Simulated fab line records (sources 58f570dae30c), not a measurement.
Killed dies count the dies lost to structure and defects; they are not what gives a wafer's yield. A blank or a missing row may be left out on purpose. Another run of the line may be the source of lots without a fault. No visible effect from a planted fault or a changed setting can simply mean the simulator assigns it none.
One fault through the eyes of 2 desks | flow berkeley-cmos170 | each desk has only its own numbers; what lay behind them comes last

## FOR THE TOOL OWNER'S DESK: implanter-02
The tool's own readings at UCB170_PLDD_IMPLANT_08: means of the sampled wafers that have a number, for each lot that ran on this tool. Marked OUT: a lot whose mean sits more than 4 standard deviations from the usual mean, which makes it out of limits; the brackets give that distance.
Columns: A = beam-on-s at UCB170_PLDD_IMPLANT_08, usual 10.01 s; B = end-station-pressure-torr at UCB170_PLDD_IMPLANT_08, usual 5.1e-06 Torr; C = faraday-current-uA at UCB170_PLDD_IMPLANT_08, usual 158
lot  | first seen here | A                | B                         | C
L992 | day 8 07:07     | 10.00            | 5.1e-06                   | 158
L996 | day 9 01:05     | 10.01            | 5.2e-06                   | 158
L999 | day 9 16:23     | 10.05            | 5.3e-06                   | 158
L106 | day 10 19:55    | 10.28            | 5.0e-06                   | 154
L112 | day 12 00:28    | 12.20 (+9.5) OUT | 9.5e-05 (+99 or more) OUT | 131 (-7.4) OUT
L111 | day 12 01:16    | 11.87 (+8.1) OUT | 9.6e-05 (+99 or more) OUT | 135 (-6.5) OUT
This desk finds L111, L112 out of limits, L112 being first, at day 12 00:28 (beam-on-s at UCB170_PLDD_IMPLANT_08). Within limits: L992, L996, L999, L106.

## THE METROLOGY DESK
What the gauges read for every lot (on any tool): the sampled wafers with a number, averaged. Marked OUT: a lot whose mean sits more than 4 standard deviations from the usual mean, which makes it out of limits; the brackets give that distance.
Columns: A = NVT_OVL at UCB170_NVT_OVL_MEAS_06, usual -2 nm; B = PVT_OVL at UCB170_PVT_OVL_MEAS_06, usual -1 nm; C = PLDD_TW at UCB170_PLDD_TW_MEAS_11, usual 1006; D = NLDD_OVL at UCB170_NLDD_OVL_MEAS_07, usual -1 nm; E = PLDD_RS at UCB170_SDANNEAL_RS_MEAS_04, usual 1032 ohm/sq
lot  | first seen here | A   | B   | C               | D   | E
L991 | day 7 11:14     | -12 | -5  | 999             | -3  | 1035
L992 | day 7 11:31     | 2   | -2  | 1023            | 1   | 1034
L993 | day 7 11:47     | -2  | -11 | 1004            | -3  | 1035
L997 | day 8 00:11     | -15 | 3   | 1020            | 1   | 1039
L996 | day 8 00:12     | -10 | -6  | 1002            | -2  | 1028
L995 | day 8 00:28     | -4  | 8   | 1005            | -10 | 1031
L999 | day 8 13:29     | 1   | 6   | 1004            | 11  | 1034
L998 | day 8 13:35     | -2  | 5   | 1003            | -1  | 1026
L100 | day 9 03:55     | 0   | 1   | 1003            | 0   | 1031
L103 | day 9 19:16     | 6   | 2   | 998             | -7  | 1035
L106 | day 10 02:32    | 10  | -6  | 1015            | 5   | 1032
L109 | day 10 19:59    | -7  | -4  | 1014            | -4  | 1033
L112 | day 11 02:16    | -3  | -1  | 1038 (+4.5) OUT | 5   | 949 (-25) OUT
L111 | day 11 02:37    | 2   | 10  | 1038 (+4.4) OUT | -6  | 951 (-25) OUT
This desk finds L111, L112 out of limits, with the earliest case on L112 at day 12 00:52 (PLDD_TW at UCB170_PLDD_TW_MEAS_11). Within limits: L991, L992, L993, L997, L996, L995, L999, L998, L100, L103, L106, L109.

## ALL TOGETHER
On L111, L112, at day 12 00:28, an alarm was possible from the tool owner's desk.
At day 12 00:52 the metrology desk could have sounded an alarm, on L111, L112.
The lots listed all ran UCB170_PLDD_IMPLANT_08 on implanter-02.

## WHAT WAS PUT IN BY THE SIMULATOR
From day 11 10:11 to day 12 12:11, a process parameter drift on implanter-02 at UCB170_PLDD_IMPLANT_08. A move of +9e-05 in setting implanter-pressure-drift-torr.
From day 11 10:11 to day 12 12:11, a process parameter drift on implanter-02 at UCB170_PLDD_IMPLANT_08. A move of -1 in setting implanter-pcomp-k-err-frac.
Struck lots among those shown: L111, L112.
Counting hours from when the fault started, the first reading out of limits came at 14 for the tool owner's desk and at 15 for the metrology desk.
